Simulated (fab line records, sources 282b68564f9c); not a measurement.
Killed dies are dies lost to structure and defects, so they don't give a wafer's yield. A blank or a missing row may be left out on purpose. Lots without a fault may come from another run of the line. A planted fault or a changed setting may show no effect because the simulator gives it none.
fab line records | flow rit_cmos
record lots=5 wafers=23
route steps=202 shown PSD@144 SILICIDE@162 CONTACT@175 M1@188
start_h: hours from the record's first day to the start of the lot's first wafer shown | wait_h: hours since the lot's step before | " the same as in the row above | L1.1+2: a row that stands for several wafers | - no value, or no start given | * or withheld: withheld | < > ~ a bound
route shown NAME@n: a module of which the file shows steps, and the number in the route of the first | usual: mean/standard deviation of fault-free wafers | same: alike in all rows | chamber/n: place in a boat | sites: the reading at each site | _std_site: their standard deviation | _edge_site: outer sites' mean less inner sites' | radius_mm: how far each site lies from the wafer's centre | mask NAME#n: copy n | behind: the tool/chamber that last shaped the wafer | hold: why the lot was held/for how many hours/how that ended | device: the transistor (n, p or np) that didn't switch | end of line: the same wafers' tests at the end of the route | a step without rows: its recipe alone | killed: dies lost to structure and defects at the first sort, not the wafer's yield | map: a wafer's dies, x killed, . not, _ none there
set.NAME: the setting as run; set.NAME@STEP: as run at that earlier step | model.NAME: the simulator's own value behind a step, which no gauge read
lots whose settings were changed on purpose; a table a step, a row a wafer
## steps
# step RIT_PSD_SOFTBAKE_02
# recipe resist=NOVOLAK temp_c=90 time_s=60
# columns lot.wafer tool chamber start_h wait_h set.temp_c
L074.1+5 litho_track-03 0 49.78 0.1 87.27
L074.3+4+6 " 0 " " 90
L075.1+2+3+4+6 litho_track-02 0 57.72 0.1 90
L077.1+2+3+4+5 litho_track-03 0 66.30 0.1 90
L080.1+4+6 litho_track-03 0 79.62 0.1 90
L082.1+2+5 litho_track-04 0 90.36 0.1 87.18
L082.3+4 " 0 " " 90
# step RIT_PSD_EXPOSE_03
# recipe mask_id=M10 na=0.57 target_cd_nm=40900 dose_mj=250
# step RIT_PSD_PEB_04
# recipe resist=NOVOLAK temp_c=withheld time_s=withheld
# step RIT_PSD_DEVELOP_05
# recipe resist=NOVOLAK develop_time_s=50 dev_temp_c=23
# columns lot.wafer tool chamber start_h wait_h set.temp_c@PSD_SOFTBAKE_02 model.NOVOLAK_of_PSD_COAT_01.thk_nm
L074.1 litho_track-03 0 - - 87.27 1013
L074.3 " 0 " " 90 1003
L074.4 " 0 " " 90 1006
L074.5 " 0 " " 87.27 1011
L074.6 " 0 " " 90 1002
L075.1 litho_track-04 0 - - 90 1004
L075.2+6 " 0 " " 90 1003
L075.3+4 " 0 " " 90 1002
L077.1+2 litho_track-04 0 - - 90 1004
L077.3 " 0 " " 90 1009
L077.4 " 0 " " 90 1006
L077.5 " 0 " " 90 1007
L080.1+6 litho_track-02 0 - - 90 1001
L080.4 " 0 " " 90 999.4
L082.1 litho_track-03 0 - - 87.18 1004
L082.2 " 0 " " 87.18 1005
L082.3 " 0 " " 90 997.6
L082.4 " 0 " " 90 997.7
L082.5 " 0 " " 87.18 1002
# step RIT_SILICIDE_SPUTTER_01
# recipe material=Ti target_thk_nm=30 power_w=350 chamber_pressure_pa=0.667 gas=Ar time_s=240 substrate_temp_c=25
# columns lot.wafer tool chamber start_h wait_h set.time_s model.Ti_of_SILICIDE_SPUTTER_01.thk_nm
L074.1 pvd_sputter-01 - 51.84 0.0 225.3 28.2
L074.3 " - " " 240 29.8
L074.4 " - " " 240 29.95
L074.5 " - " " 225.3 28.24
L074.6 " - " " 225.3 28.05
L075.1 pvd_sputter-04 - 59.89 0.0 240 30.35
L075.2 " - " " 240 30.36
L075.3 " - " " 253.4 32.05
L075.4 " - " " 253.4 31.94
L075.6 " - " " 240 30.25
L077.1 pvd_sputter-04 - 68.34 0.0 240 30.08
L077.2 " - " " 240 30.28
L077.3 " - " " 228.7 28.7
L077.4 " - " " 240 30.07
L077.5 " - " " 228.7 28.83
L080.1 pvd_sputter-02 - 81.66 0.0 240 29.82
L080.4 " - " " 240 30.31
L080.6 " - " " 240 29.72
L082.1 pvd_sputter-02 - 92.61 0.0 266.9 33.48
L082.2 " - " " 266.9 33.56
L082.3 " - " " 240 30.35
L082.4 " - " " 266.9 33.03
L082.5 " - " " 240 29.7
# step RIT_SILICIDE_RS_MEAS_02
# recipe thk_meas_gauge=four-point-probe reads=Ti_of_SILICIDE_SPUTTER_01
# usual SILICIDE_TI_RS=47.8/0.52
# columns lot.wafer tool chamber start_h wait_h set.time_s@SILICIDE_SPUTTER_01 SILICIDE_TI_RS[ohm/sq]
L074.1 film_metro-04 - 51.99 0.1 225.3 51.8
L074.3 " - " " 240 48.4
L074.4 " - " " 240 48.0
L074.5 " - " " 225.3 51.7
L074.6 " - " " 225.3 52.2
L075.1 film_metro-04 - 60.04 0.1 240 47.3
L075.2 " - " " 240 47.3
L075.3 " - " " 253.4 44.2
L075.4 " - " " 253.4 44.4
L075.6 " - " " 240 47.4
L077.1 film_metro-03 - 68.49 0.1 240 47.7
L077.2 " - " " 240 47.3
L077.3 " - " " 228.7 50.6
L077.4 " - " " 240 47.6
L077.5 " - " " 228.7 50.2
L080.1 film_metro-02 - 81.81 0.1 240 48.2
L080.4 " - " " 240 47.1
L080.6 " - " " 240 48.4
L082.1 film_metro-04 - 92.76 0.1 266.9 41.8
L082.2 " - " " 266.9 41.8
L082.3 " - " " 240 47.3
L082.4 " - " " 266.9 42.6
L082.5 " - " " 240 48.5
# step RIT_SILICIDE_THK_MEAS_03
# recipe thk_meas_gauge=xrf reads=Ti_of_SILICIDE_SPUTTER_01
# usual SILICIDE_TI_THK=30.0/0.3
# columns lot.wafer tool chamber start_h wait_h set.time_s@SILICIDE_SPUTTER_01 SILICIDE_TI_THK[nm]
L074.1 film_metro-04 - 52.11 0.1 225.3 28.1
L074.3 " - " " 240 29.5
L074.4 " - " " 240 29.8
L074.5 " - " " 225.3 28.1
L074.6 " - " " 225.3 27.8
L075.1 film_metro-04 - 60.16 0.1 240 30.1
L075.2 " - " " 240 30.2
L075.3 " - " " 253.4 31.8
L075.4 " - " " 253.4 31.8
L075.6 " - " " 240 30.1
L077.1 film_metro-03 - 68.61 0.1 240 30.2
L077.2 " - " " 240 30.5
L077.3 " - " " 228.7 28.8
L077.4 " - " " 240 30.2
L077.5 " - " " 228.7 28.9
L080.1 film_metro-02 - 81.93 0.1 240 29.8
L080.4 " - " " 240 30.3
L080.6 " - " " 240 29.8
L082.1 film_metro-04 - 92.88 0.1 266.9 33.2
L082.2 " - " " 266.9 33.4
L082.3 " - " " 240 30.2
L082.4 " - " " 266.9 32.9
L082.5 " - " " 240 29.6
# step RIT_CONTACT_DEVELOP_07
# recipe resist=NOVOLAK develop_time_s=120 dev_temp_c=23
# columns lot.wafer tool chamber start_h wait_h set.develop_time_s
L074.1+6 litho_track-04 0 - - 128
L074.3+4+5 " 0 " " 120
L075.1+3+6 litho_track-04 0 - - 125.6
L075.2+4 " 0 " " 120
L077.1+3+5 litho_track-04 0 - - 102.7
L077.2+4 " 0 " " 120
L080.1+4+6 litho_track-01 0 - - 120
L082.1+3 litho_track-01 0 - - 104.1
L082.2+4+5 " 0 " " 120
# step RIT_CONTACT_CD_MEAS_08
# recipe target_cd_nm=1000
# usual cd_nm=1000.0/1.5
# columns lot.wafer tool chamber start_h wait_h set.develop_time_s@CONTACT_DEVELOP_07 cd_nm
L074.1 cd_sem-02 - 53.61 - 128 1002.1
L074.3 " - " " 120 996.7
L074.4 " - " " 120 998.1
L074.5 " - " " 120 996.8
L074.6 " - " " 128 1005.5
L075.1 cd_sem-02 - 61.49 - 125.6 1004.8
L075.2 " - " " 120 998.4
L075.3 " - " " 125.6 1004.9
L075.4 " - " " 120 1002.6
L075.6 " - " " 125.6 1006.8
L077.1 cd_sem-02 - 70.05 - 102.7 988.2
L077.2 " - " " 120 999.5
L077.3 " - " " 102.7 986.9
L077.4 " - " " 120 1002.1
L077.5 " - " " 102.7 990.2
L080.1 cd_sem-02 - 83.75 - 120 1001.5
L080.4 " - " " 120 1001.4
L080.6 " - " " 120 999.9
L082.1 cd_sem-02 - 94.33 - 104.1 989.3
L082.2 " - " " 120 1000.4
L082.3 " - " " 104.1 991.1
L082.4 " - " " 120 1002.6
L082.5 " - " " 120 1001.2
# step RIT_CONTACT_ETCH_11
# recipe target_depth_a=4800 over_etch_frac=0.2 stop_on=TiSi2 chemistry=CHF3/CF4/Ar target=SiO2 CHF3_flow_sccm=50 cf4_flow_sccm=10 Ar_flow_sccm=100 O2_flow_sccm=5 pressure_mtorr=100 rf_w=200 time_s=320
# columns lot.wafer tool chamber start_h wait_h set.time_s set.develop_time_s@CONTACT_DEVELOP_07 model.CONTACT.cd_nm model.NOVOLAK_of_CONTACT_COAT_03.thk_nm
L074.1 rie_diel-03 0 53.92 0.1 291.7 128 1001 773.8
L074.3 " 2 " " 320 120 996.9 766.4
L074.4 " 3 " " 291.7 120 998 776.8
L074.5 " 3 " " 291.7 120 996.4 782.1
L074.6 " 2 " " 320 128 1006 767.6
L075.1 rie_diel-01 1 61.80 0.1 320 125.6 1005 763.8
L075.2 " 3 " " 320 120 997.9 770
L075.3 " 0 " " 332.7 125.6 1005 759.9
L075.4 " 2 " " 332.7 120 1003 761.4
L075.6 " 2 " " 332.7 125.6 1007 760.4
L077.1 rie_diel-01 2 70.35 0.1 358.2 102.7 989.1 745.4
L077.2 " 1 " " 320 120 999.4 764.4
L077.3 " 3 " " 320 102.7 986.8 768.4
L077.4 " 0 " " 320 120 1002 760.5
L077.5 " 0 " " 358.2 102.7 990.9 746.7
L080.1 rie_diel-03 0 84.18 0.1 320 120 1001 771.1
L080.4 " 1 " " 320 120 1001 774.1
L080.6 " 0 " " 320 120 999.7 772.9
L082.1 rie_diel-01 1 94.63 0.1 288.7 104.1 988.6 782.8
L082.2 " 0 " " 320 120 1001 768
L082.3 " 3 " " 320 104.1 990.7 772.8
L082.4 " 3 " " 320 120 1002 771.6
L082.5 " 1 " " 288.7 120 1001 781
# step RIT_CONTACT_STRIP_12
# recipe chemistry=O2 time_s=180 resist=NOVOLAK platen_temp_c=withheld power_w=500 pressure_mtorr=4000 o2_flow_sccm=4000
# step RIT_CONTACT_CD_MEAS_90
# recipe target_cd_nm=1000
# usual cd_nm=1000.1/1.6
# columns lot.wafer tool chamber start_h wait_h set.develop_time_s@CONTACT_DEVELOP_07 cd_nm
L074.1 cd_sem-02 - 54.29 0.1 128 1001.5
L074.3 " - " " 120 996.8
L074.4 " - " " 120 998.1
L074.5 " - " " 120 996.1
L074.6 " - " " 128 1005.5
L075.1 cd_sem-02 - 62.17 0.1 125.6 1005.0
L075.2 " - " " 120 998.0
L075.3 " - " " 125.6 1005.0
L075.4 " - " " 120 1003.4
L075.6 " - " " 125.6 1006.8
L077.1 cd_sem-02 - 70.72 0.1 102.7 989.3
L077.2 " - " " 120 999.3
L077.3 " - " " 102.7 986.5
L077.4 " - " " 120 1002.6
L077.5 " - " " 102.7 991.0
L080.1 cd_sem-02 - 84.55 0.1 120 1000.8
L080.4 " - " " 120 1001.5
L080.6 " - " " 120 999.2
L082.1 cd_sem-02 - 95.01 0.1 104.1 988.8
L082.2 " - " " 120 1001.0
L082.3 " - " " 104.1 990.8
L082.4 " - " " 120 1002.2
L082.5 " - " " 120 1000.8
# step RIT_M1_COAT_04
# recipe resist=NOVOLAK spin_rpm=2000 resist_thk_nm=1300
# columns lot.wafer tool chamber start_h wait_h set.resist_thk_nm model.NOVOLAK_of_M1_COAT_04.thk_nm
L074.1 litho_track-01 0 55.40 0.1 1300 1304
L074.3 " 0 " " 1300 1303
L074.4 " 0 " " 1300 1306
L074.5+6 " 0 " " 1257 1259
L075.1 litho_track-04 0 63.43 0.1 1300 1294
L075.2 " 0 " " 1339 1338
L075.3 " 0 " " 1339 1334
L075.4 " 0 " " 1339 1339
L075.6 " 0 " " 1300 1297
L077.1 litho_track-01 0 71.82 0.1 1324 1331
L077.2 " 0 " " 1300 1307
L077.3 " 0 " " 1300 1308
L077.4 " 0 " " 1324 1330
L077.5 " 0 " " 1300 1309
L080.1 litho_track-01 0 85.64 0.1 1300 1310
L080.4 " 0 " " 1300 1308
L080.6 " 0 " " 1300 1305
L082.1 litho_track-04 0 96.18 0.1 1300 1301
L082.2 " 0 " " 1255 1255
L082.3 " 0 " " 1300 1305
L082.4 " 0 " " 1300 1302
L082.5 " 0 " " 1255 1261
# step RIT_M1_SOFTBAKE_05
# recipe resist=NOVOLAK temp_c=90 time_s=60
# step RIT_M1_EXPOSE_06
# recipe mask_id=M12 na=0.6 source_shape=conventional sigma_outer=0.5 target_cd_nm=2600 dose_mj=250
# step RIT_M1_PEB_07
# recipe resist=NOVOLAK temp_c=withheld time_s=withheld
# step RIT_M1_DEVELOP_08
# recipe resist=NOVOLAK develop_time_s=68 dev_temp_c=23
# step RIT_M1_CD_MEAS_09
# recipe target_cd_nm=2600
# usual cd_nm=2599.3/1.7
# columns lot.wafer tool chamber start_h wait_h set.resist_thk_nm@M1_COAT_04 cd_nm
L074.1 cd_sem-02 - 56.25 - 1300 2600.7
L074.3 " - " " 1300 2598.8
L074.4 " - " " 1300 2601.5
L074.5 " - " " 1257 2594.6
L074.6 " - " " 1257 2595.9
L075.1 cd_sem-02 - 64.28 - 1300 2597.2
L075.2 " - " " 1339 2602.7
L075.3 " - " " 1339 2600.3
L075.4 " - " " 1339 2600.8
L075.6 " - " " 1300 2599.9
L077.1 cd_sem-02 - 72.61 - 1324 2602.8
L077.2 " - " " 1300 2601.5
L077.3 " - " " 1300 2598.6
L077.4 " - " " 1324 2602.6
L077.5 " - " " 1300 2599.9
L080.1 cd_sem-02 - 86.50 - 1300 2598.3
L080.4 " - " " 1300 2598.0
L080.6 " - " " 1300 2598.5
L082.1 cd_sem-02 - 97.20 - 1300 2597.1
L082.2 " - " " 1255 2594.8
L082.3 " - " " 1300 2599.6
L082.4 " - " " 1300 2600.5
L082.5 " - " " 1255 2593.2
# step RIT_M1_HARDBAKE_11
# recipe resist=NOVOLAK temp_c=140 time_s=120
# columns lot.wafer tool chamber start_h wait_h set.resist_thk_nm@M1_COAT_04 model.NOVOLAK_of_M1_COAT_04.thk_nm
L074.1+3 litho_track-04 0 56.41 0.0 1300 1140
L074.4 " 0 " " 1300 1142
L074.5+6 " 0 " " 1257 1102
L075.1 litho_track-01 0 64.44 0.0 1300 1132
L075.2 " 0 " " 1339 1169
L075.3 " 0 " " 1339 1166
L075.4 " 0 " " 1339 1170
L075.6 " 0 " " 1300 1135
L077.1 litho_track-02 0 72.76 0.0 1324 1164
L077.2 " 0 " " 1300 1143
L077.3 " 0 " " 1300 1144
L077.4 " 0 " " 1324 1163
L077.5 " 0 " " 1300 1145
L080.1 litho_track-04 0 86.66 0.0 1300 1146
L080.4 " 0 " " 1300 1144
L080.6 " 0 " " 1300 1141
L082.1 litho_track-02 0 97.35 0.0 1300 1138
L082.2 " 0 " " 1255 1098
L082.3 " 0 " " 1300 1141
L082.4 " 0 " " 1300 1139
L082.5 " 0 " " 1255 1103
## key
split step=RIT_PSD_SOFTBAKE_02 setting=temp_c stated=90 by=wafer
response step=RIT_PSD_DEVELOP_05 reading=model.NOVOLAK_of_PSD_COAT_01.thk_nm change=-2.32 per=1% r=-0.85
split step=RIT_SILICIDE_SPUTTER_01 setting=time_s stated=240 by=wafer
response step=RIT_SILICIDE_SPUTTER_01 reading=model.Ti_of_SILICIDE_SPUTTER_01.thk_nm change=+0.294 per=1% r=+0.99
response step=RIT_SILICIDE_RS_MEAS_02 reading=SILICIDE_TI_RS change=-0.551 per=1% r=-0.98
response step=RIT_SILICIDE_THK_MEAS_03 reading=SILICIDE_TI_THK change=+0.295 per=1% r=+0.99
split step=RIT_CONTACT_DEVELOP_07 setting=develop_time_s stated=120 by=wafer
response step=RIT_CONTACT_CD_MEAS_08 reading=cd_nm change=+0.875 per=1% r=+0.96
response step=RIT_CONTACT_ETCH_11 reading=model.CONTACT.cd_nm change=+0.876 per=1% r=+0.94
response step=RIT_CONTACT_CD_MEAS_90 reading=cd_nm change=+0.874 per=1% r=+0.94
split step=RIT_CONTACT_ETCH_11 setting=time_s stated=320 by=wafer
response step=RIT_CONTACT_ETCH_11 reading=model.NOVOLAK_of_CONTACT_COAT_03.thk_nm change=-1.34 per=1% r=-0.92
split step=RIT_M1_COAT_04 setting=resist_thk_nm stated=1300 by=wafer
response step=RIT_M1_COAT_04 reading=model.NOVOLAK_of_M1_COAT_04.thk_nm change=+13.3 per=1% r=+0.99
response step=RIT_M1_CD_MEAS_09 reading=cd_nm change=+1.34 per=1% r=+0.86
response step=RIT_M1_HARDBAKE_11 reading=model.NOVOLAK_of_M1_COAT_04.thk_nm change=+11.5 per=1% r=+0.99
